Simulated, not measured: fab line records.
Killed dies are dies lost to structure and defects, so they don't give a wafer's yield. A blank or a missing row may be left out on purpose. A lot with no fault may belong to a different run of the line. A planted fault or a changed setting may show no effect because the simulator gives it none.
A struck lot beside a sound one || flow rit_cmos || 15 steps out of a route of 202
Sound: the wafers L748.1, L748.2, L748.3. Wafers struck: L753.2, L753.3, L753.5. The cause is named last.
At each step with rows: each side's tool, then ch and its chambers, then its first start. Under that, the readings that differ: sound wafers || struck wafers || difference of the means || sigmas: that difference in standard deviations of wafers without a fault.
alike: readings with means less than 2 such deviations apart, plus words and numbers identical on both sides. not compared: withheld readings, readings lacking a value on some wafer, bounds such as >300 that could conceal the same value, and numbers that have no deviation in the record and whose values overlap.
A row with sigmas, a row that says differs or no value, or rows on one side alone: a step with any of these is where the two part. Numbers that don't overlap but have no deviation are shown without sigmas and don't part them. A reading missing from all wafers of one side parts the sides only when that side holds two or more wafers.

first, 1 step without rows for these wafers: RIT_NLDD_IMPLANT_08.
RIT_NLDD_STRIP_09: strips in O2, time 180 s.
  sound on plasma_asher-04 ch 0,1, day 3 08:28; struck on plasma_asher-02 ch 0, day 4 06:31
  alike: drypump_motor_current_A, o2_flow_sccm
  not compared: rf_hours_counter_h
RIT_NLDD_TW_MEAS_10:
  struck on film_metro-01, day 4 06:43; sound on film_metro-02, day 3 08:38
  alike: NLDD_TW
then, 6 steps without rows for these wafers: RIT_PLDD_HMDS_00 (prime time 60 s); RIT_PLDD_COAT_01 (resist thk 1000 nm); RIT_PLDD_SOFTBAKE_02 (time 60 s); RIT_PLDD_EXPOSE_03 (exposes mask M8, target cd 40900 nm); RIT_PLDD_PEB_04; RIT_PLDD_DEVELOP_05 (develop time 50 s).
RIT_PLDD_OVL_MEAS_06:
  struck on overlay-02, day 4 07:37; sound on overlay-01, day 3 09:49
  alike: PLDD_OVL
then, 2 steps without rows for these wafers: RIT_PLDD_HARDBAKE_07 (time 60 s); RIT_PLDD_IMPLANT_08.
RIT_PLDD_STRIP_09: strips in O2, time 180 s.
  sound on plasma_asher-01 ch 0,1, day 3 10:09; struck on plasma_asher-01 ch 0,1, day 4 07:57
{"reading": "o2_flow_sccm (sccm)", "sound": "3993 4001 3996", "struck": "1999 1985 1994", "difference": -2004, "sigmas": "-99 or more"}
  alike: drypump_motor_current_A
  not compared: rf_hours_counter_h
RIT_PLDD_TW_MEAS_10:
  struck on film_metro-03, day 4 08:08; sound on film_metro-01, day 3 10:20
{"reading": "PLDD_TW", "sound": "2392 2390 2391", "struck": "2333 2328 2342", "difference": -57, "sigmas": -2}
RIT_M1_PROBE_99:
  record: rows for the struck wafers here (prober-02, day 4 21:25), none for the sound ones

== WHERE THEY PART ==
At RIT_PLDD_STRIP_09 first; at RIT_M1_PROBE_99 last (within this record only).

WHY: what the simulator had put in
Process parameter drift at RIT_PLDD_STRIP_09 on plasma_asher-01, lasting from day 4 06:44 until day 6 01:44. Setting o2_flow_sccm, moved by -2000, from 4000. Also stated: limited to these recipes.
